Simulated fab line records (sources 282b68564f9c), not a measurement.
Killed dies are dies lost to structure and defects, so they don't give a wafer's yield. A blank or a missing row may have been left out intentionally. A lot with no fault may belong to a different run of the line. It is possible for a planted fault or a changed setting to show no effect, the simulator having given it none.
fab line records ; flow ritCmos
record lots=6; wafers=18; lastDay=7
route steps=202 shown GATE@76 FOX2@80 M1@202
lots with no fault: from the same line, run without faults
startH: hours from the record's opening day to when the first of the lot's shown wafers began ; waitH: hours elapsed since this lot's preceding step ; " unchanged from the row above ; L1.1+2: a row that stands for several wafers ; - no value, or no start given ; * or withheld: withheld ; < > ~ a bound
route shown NAME@n: names a module that has steps shown in the file, with the first one's number in the route ; usual: mean and standard deviation over wafers with no fault ; same: alike in all rows ; chamber/n: place in a boat ; sites: the reading at each site ; _std_site: how widely they spread, as a standard deviation ; _edge_site: inner sites' mean taken away from outer sites' mean ; radiusMm: for every site, how far away it sits from the centre of the wafer ; mask NAME#n: copy n ; behind: tool/chamber where the wafer was last shaped ; hold: what put the lot on hold/how long, in hours/how the hold closed ; device: whichever transistor did not switch (one of n, p or np) ; end of line: the tests these same wafers got at the end of their route ; a step given without rows: its recipe and nothing more ; killed: not the wafer's yield, but the dies lost to structure and defects at the first sort ; map: a wafer's dies, marking killed ones x, the rest . and places with no die _
set.NAME: the setting that was run; set.NAME@STEP: the one run at that earlier step ; model.NAME: the simulator's own value behind a step, which no gauge read
lots seen at some steps along the route; tables by step, rows by wafer
## steps
# step RIT_GATE_CLEAN_01
# recipe chemistry=SC1; mix=3:3:50; timeS=600; tempC=75
# step RIT_GATE_CLEAN_02
# recipe chemistry=dHF; dilution=50:1; timeS=30
# step RIT_GATE_CLEAN_03
# recipe chemistry=SC2; mix=3:3:50; timeS=600; tempC=75; dry=n2Spin
# step RIT_GATE_CLEAN_04
# recipe chemistry=dHF; dilution=50:1; timeS=60; dry=n2Spin
# step RIT_FOX2_THK_MEAS_91
# recipe reads=SiO2_of_FOX2_OXIDATION_00
# usual FIELD_OXIDE_LEFT_2_THK=249/6.8
lot.wafer;tool;chamber;startH;waitH;FIELD_OXIDE_LEFT_2_THK[nm]
L718.1;filmMetro-04;-;48.70;0.0;241
L718.4;filmMetro-04;-;48.70;0.0;239
L718.5;filmMetro-04;-;48.70;0.0;246
L725.2;filmMetro-02;-;82.14;0.0;248
L725.4;filmMetro-02;-;82.14;0.0;248
L725.5;filmMetro-02;-;82.14;0.0;250
L734.1;filmMetro-04;-;128.12;0.0;245
L734.3;filmMetro-04;-;128.12;0.0;250
L734.4;filmMetro-04;-;128.12;0.0;250
L735.1;filmMetro-04;-;133.86;0.0;245
L735.5;filmMetro-04;-;133.86;0.0;247
L735.6;filmMetro-04;-;133.86;0.0;249
L736.2;filmMetro-02;-;134.98;0.0;251
L736.3;filmMetro-02;-;134.98;0.0;248
L736.4;filmMetro-02;-;134.98;0.0;251
L738.1;filmMetro-04;-;145.29;0.0;227
L738.3;filmMetro-04;-;145.29;0.0;237
L738.5;filmMetro-04;-;145.29;0.0;242
# step RIT_GATE_OXIDATION_05
# recipe tempC=900; ambient=O2; targetThkA=30; oxTimeS=270
# step RIT_GATE_ANNEAL_06
# recipe tempC=900; timeS=600; ambient=N2O
# step RIT_GATE_THK_MEAS_07
# recipe reads=SiO2_of_GATE_OXIDATION_05
# usual GATE_OXIDE_THK=3.01/0.06
lot.wafer;tool;chamber;startH;waitH;GATE_OXIDE_THK[nm]
L718.1;filmMetro-04;-;51.09;0.0;3.04
L718.4;filmMetro-04;-;51.09;0.0;2.97
L718.5;filmMetro-04;-;51.09;0.0;3.02
L725.2;filmMetro-02;-;86.87;0.0;2.97
L725.4;filmMetro-02;-;86.87;0.0;2.94
L725.5;filmMetro-02;-;86.87;0.0;3.00
L734.1;filmMetro-02;-;133.63;0.0;2.99
L734.3;filmMetro-02;-;133.63;0.0;2.99
L734.4;filmMetro-02;-;133.63;0.0;3.00
L735.1;filmMetro-04;-;135.24;0.0;2.97
L735.5;filmMetro-04;-;135.24;0.0;3.05
L735.6;filmMetro-04;-;135.24;0.0;2.93
L736.2;filmMetro-02;-;137.44;0.0;2.93
L736.3;filmMetro-02;-;137.44;0.0;2.88
L736.4;filmMetro-02;-;137.44;0.0;2.88
L738.1;filmMetro-04;-;148.33;0.0;2.96
L738.3;filmMetro-04;-;148.33;0.0;2.97
L738.5;filmMetro-04;-;148.33;0.0;2.98
# step RIT_GATE_CVD_08
# recipe material=poly-Si; targetThkNm=250; tempC=610; precursor=SiH4; timeS=2220; pressureMtorr=300; sih4FlowSccm=100
# step RIT_GATE_THK_MEAS_09
# recipe reads=poly-Si_of_GATE_CVD_08
# usual GATE_POLY_THK=251.0/2.2
lot.wafer;tool;chamber;startH;waitH;GATE_POLY_THK[nm]
L718.1;filmMetro-04;-;52.77;0.0;252.6
L718.4;filmMetro-04;-;52.77;0.0;252.3
L718.5;filmMetro-04;-;52.77;0.0;252.4
L725.2;filmMetro-04;-;89.36;0.0;249.9
L725.4;filmMetro-04;-;89.36;0.0;250.0
L725.5;filmMetro-04;-;89.36;0.0;250.3
L734.1;filmMetro-03;-;135.31;0.0;250.0
L734.3;filmMetro-03;-;135.31;0.0;248.0
L734.4;filmMetro-03;-;135.31;0.0;250.4
L735.1;filmMetro-02;-;136.92;0.0;250.9
L735.5;filmMetro-02;-;136.92;0.0;247.5
L735.6;filmMetro-02;-;136.92;0.0;248.9
L736.2;filmMetro-04;-;140.28;0.0;248.7
L736.3;filmMetro-04;-;140.28;0.0;250.0
L736.4;filmMetro-04;-;140.28;0.0;248.9
L738.1;filmMetro-04;-;150.71;0.0;246.1
L738.3;filmMetro-04;-;150.71;0.0;245.5
L738.5;filmMetro-04;-;150.71;0.0;245.3
# step RIT_GATE_HMDS_10
# recipe primeTimeS=60; primeTempC=140
# step RIT_GATE_COAT_11
# recipe resist=NOVOLAK; spinRpm=4250; resistThkNm=850
# step RIT_GATE_SOFTBAKE_12
# recipe resist=NOVOLAK; tempC=90; timeS=60
# usual heaterPowerTotalW=34.55/0.046; plateTempC=89.99/0.12
lot.wafer;tool;chamber;startH;waitH;heaterPowerTotalW;plateTempC
L718.1;lithoTrack-02;0;53.13;0.1;34.50;90.08
L718.4;lithoTrack-02;0;53.13;0.1;34.55;90.13
L718.5;lithoTrack-02;0;53.13;0.1;34.57;90.16
L725.2;lithoTrack-04;0;89.73;0.1;34.57;90.03
L725.4;lithoTrack-04;0;89.73;0.1;34.56;90.02
L725.5;lithoTrack-04;0;89.73;0.1;34.58;89.96
L734.1;lithoTrack-02;0;135.67;0.1;34.07;89.31
L734.3;lithoTrack-02;0;135.67;0.1;34.16;89.41
L734.4;lithoTrack-02;0;135.67;0.1;34.05;89.21
L735.1;lithoTrack-02;0;137.28;0.1;34.25;89.08
L735.5;lithoTrack-02;0;137.28;0.1;34.20;89.07
L735.6;lithoTrack-02;0;137.28;0.1;34.15;89.00
L736.2;lithoTrack-03;0;140.65;0.1;34.50;89.87
L736.3;lithoTrack-03;0;140.65;0.1;34.50;89.81
L736.4;lithoTrack-03;0;140.65;0.1;34.56;89.89
L738.1;lithoTrack-04;0;151.07;0.1;34.60;90.07
L738.3;lithoTrack-04;0;151.07;0.1;34.57;90.11
L738.5;lithoTrack-04;0;151.07;0.1;34.60;90.10
# step RIT_GATE_EXPOSE_13
# recipe maskId=M6; na=0.6; sourceShape=conventional; sigmaOuter=0.6; targetCdNm=150; doseMj=380
# step RIT_M1_PROBE_99
# usual killedAtContacts=0.1/0.25; killedAtFrontEnd=6.8/2.9; killedDies=6.9/2.9; killedOpen=3.3/1.9; killedShort=3.6/1.9
# same grossDies=264; killed_at_M0_to_M3=0; killed_at_M4_up=0; killedAtBackSide=0; killedAtOther=0
lot.wafer;tool;chamber;startH;waitH;killedAtContacts;killedAtFrontEnd;killedDies;killedOpen;killedShort
L718.1;prober-02;-;74.32;0.1;0;9;9;6;3
L718.4;prober-02;-;74.47;0.2;0;7;7;3;4
L718.5;prober-02;-;74.52;0.2;0;6;6;3;3
L725.2;prober-01;-;115.43;0.1;0;2;2;1;1
L725.4;prober-01;-;115.53;0.2;0;6;6;4;2
L725.5;prober-01;-;115.58;0.2;0;3;3;1;2
L734.1;prober-01;-;157.66;0.1;1;7;8;5;3
L734.3;prober-01;-;157.76;0.2;0;9;9;2;7
L734.4;prober-01;-;157.81;0.2;0;7;7;4;3
L735.1;prober-02;-;160.22;0.1;1;8;9;5;4
L735.5;prober-02;-;160.42;0.2;0;9;9;4;5
L735.6;prober-02;-;160.47;0.2;0;6;6;3;3
L736.2;prober-01;-;164.30;0.1;0;7;7;4;3
L736.3;prober-01;-;164.35;0.2;0;5;5;4;1
L736.4;prober-01;-;164.40;0.2;0;4;4;1;3
# killed by level:class
L718.1 FOX2:geometricParticle:open=3 GATE:geometricParticle:short=2 REOX:geometricParticle:open=2 GATE:geometricParticle:open=1 SPACER:geometricParticle:short=1
L718.4 GATE:geometricParticle:open=3 GATE:geometricParticle:short=2 REOX:geometricParticle:short=2
L718.5 GATE:geometricParticle:short=3 GATE:geometricParticle:open=2 FOX2:geometricParticle:open=1
L725.2 FOX2:geometricParticle:open=1 SPACER:geometricParticle:short=1
L725.4 GATE:geometricParticle:open=3 FOX1:geometricParticle:short=1 GATE:geometricParticle:short=1 SILICIDE:geometricParticle:open=1
L725.5 SPACER:geometricParticle:short=1 SILICIDE:geometricParticle:open=1 SILICIDE:geometricParticle:short=1
L734.1 GATE:geometricParticle:short=3 FOX1:geometricParticle:open=2 GATE:geometricParticle:open=2 CONTACT:geometricParticle:open=1
L734.3 GATE:geometricParticle:short=4 FOX1:geometricParticle:short=1 GATE:geometricParticle:open=1 SPACER:geometricParticle:short=1 SPACER:geometricParticle:open=1 SILICIDE:geometricParticle:short=1
L734.4 REOX:geometricParticle:short=2 FOX2:geometricParticle:open=1 GATE:geometricParticle:open=1 REOX:geometricParticle:open=1 SPACER:geometricParticle:short=1 SILICIDE:geometricParticle:open=1
L735.1 FOX1:geometricParticle:open=4 GATE:geometricParticle:open=1 GATE:geometricParticle:short=1 SPACER:geometricParticle:short=1 SILICIDE:geometricParticle:short=1 CONTACT:geometricParticle:short=1
L735.5 GATE:geometricParticle:short=4 FOX1:geometricParticle:open=3 GATE:geometricParticle:open=1 SPACER:geometricParticle:short=1
L735.6 ACTIVE:geometricParticle:short=1 FOX1:geometricParticle:open=1 GATE:geometricParticle:short=1 GATE:geometricParticle:open=1 SPACER:geometricParticle:open=1 SILICIDE:geometricParticle:short=1
L736.2 REOX:geometricParticle:open=2 FOX2:geometricParticle:short=1 GATE:geometricParticle:short=1 GATE:geometricParticle:open=1 REOX:geometricParticle:short=1 SPACER:geometricParticle:open=1
L736.3 REOX:geometricParticle:open=2 SPACER:geometricParticle:open=2 FOX2:geometricParticle:short=1
L736.4 REOX:geometricParticle:short=2 GATE:geometricParticle:short=1 SPACER:geometricParticle:open=1
## key
firstSign step=RIT_GATE_SOFTBAKE_12; reading=heaterPowerTotalW; direction=down; sigmas=8.7; usual=34.55; struck=34.15
effect step=RIT_GATE_SOFTBAKE_12; reading=plateTempC; direction=down; sigmas=6.6; usual=*; struck=*
metAt RIT_GATE_SOFTBAKE_12
struckWafers L734.1,L734.3,L734.4,L735.1,L735.5,L735.6
testerLeftOut L734,L735
onsetBetween 53.13 135.67
fault kind=processParameterDrift; tool=lithoTrack-02; chamber=-; onsetH=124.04; steps=RIT_GATE_SOFTBAKE_12; channel=tempC; offset=*; shape=step; endH=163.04; actsIn=*; stated=*
# testerLeftOut: of these lots the tester's yield and bins aren't shown, on N5 and GAA mostly nor the transistor test; their killed dies are dies lost to structure and defects alone, not to doping, threshold or leakage, so they don't give the yield
